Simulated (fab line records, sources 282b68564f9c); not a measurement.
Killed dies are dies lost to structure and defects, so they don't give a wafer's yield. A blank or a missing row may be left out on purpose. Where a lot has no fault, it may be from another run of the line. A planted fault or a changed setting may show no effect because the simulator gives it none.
A struck lot beside a sound one	flow rit_cmos	17 out of 202 route steps
Sound: the wafers L423.2, L423.4, L423.6. Wafers L428.1, L428.3, L428.5 were the ones struck. At the end, the cause is stated.
At each step with rows: each side's tool, then ch and its chambers, then its first start. Under that, the readings that differ: sound wafers	struck wafers	difference of the means	sigmas: that difference in standard deviations of wafers without a fault.
alike: a reading whose means differ by less than 2 such deviations, as well as words and numbers matching on both sides. not compared: withheld readings; readings where some wafer has no value; bounds like >300 that might hide an equal value; numbers whose values overlap and for which the record gives no deviation.
The two part at a step that has a row with sigmas, a row that says differs or no value, or rows on one side only. Numbers that don't overlap but have no deviation are shown without sigmas and don't part them. Lack of a reading on every wafer of one side parts them only where that side has two or more wafers.

RIT_PWELL_TW_MEAS_10:
  sound on film_metro-01 at day 2 11:11; struck on film_metro-01 at day 3 14:58
  alike: PWELL_TW
then, 1 step without rows for these wafers: RIT_WELLDRIVE_ANNEAL_00 (time 14700 s).
RIT_WELLDRIVE_RS_MEAS_01: measures by four-point-probe.
  sound on film_metro-03 at day 2 20:42; struck on film_metro-03 at day 3 21:37
  alike: NWELL_RS
RIT_WELLDRIVE_RS_MEAS_02: measures by four-point-probe.
  sound on film_metro-03 at day 2 20:49; struck on film_metro-03 at day 3 21:44
  alike: PWELL_RS
then, 6 steps without rows for these wafers: RIT_NRETRO_HMDS_00 (prime time 60 s); RIT_NRETRO_COAT_01 (resist thk 1300 nm); RIT_NRETRO_SOFTBAKE_02 (time 60 s); RIT_NRETRO_EXPOSE_03 (exposes mask M4, target cd 43900 nm); RIT_NRETRO_PEB_04; RIT_NRETRO_DEVELOP_05 (develop time 68 s).
RIT_NRETRO_OVL_MEAS_06:
  sound on overlay-01 at day 2 21:48; struck on overlay-01 at day 3 22:56
  alike: NRETRO_OVL
then, 1 step without rows for these wafers: RIT_NRETRO_HARDBAKE_07 (time 120 s).
RIT_NRETRO_IMPLANT_08:
  sound on implanter-03 ch 0, day 2 22:07; struck on implanter-04 ch 0, day 3 23:32
  alike: tilt_deg
RIT_NRETRO_STRIP_09: strips in O2, time 180 s.
  sound on plasma_asher-01 ch 0,1, day 2 22:14; struck on plasma_asher-02 ch 0,1, day 3 23:41
  alike: drypump_motor_current_A
  not compared: rf_hours_counter_h
RIT_NRETRO_TW_MEAS_10:
  sound on film_metro-04 at day 2 22:25; struck on film_metro-04 at day 4 00:05
reading	sound	struck	difference	sigmas
NRETRO_TW	1055 1055 1058	1313 1304 1310	+253	+30
then, 1 step without rows for these wafers: RIT_PRETRO_HMDS_00 (prime time 60 s).
RIT_M1_PROBE_99:
  sound on prober-02 at day 4 04:06; struck on prober-02 at day 5 10:35
  alike: killed_at_front_end, killed_dies, killed_open, killed_short

WHERE THEY PART
Within this record, at RIT_NRETRO_TW_MEAS_10 only. Later steps at which nothing parts them and some readings are alike: RIT_M1_PROBE_99.

WHY: what the simulator had put in
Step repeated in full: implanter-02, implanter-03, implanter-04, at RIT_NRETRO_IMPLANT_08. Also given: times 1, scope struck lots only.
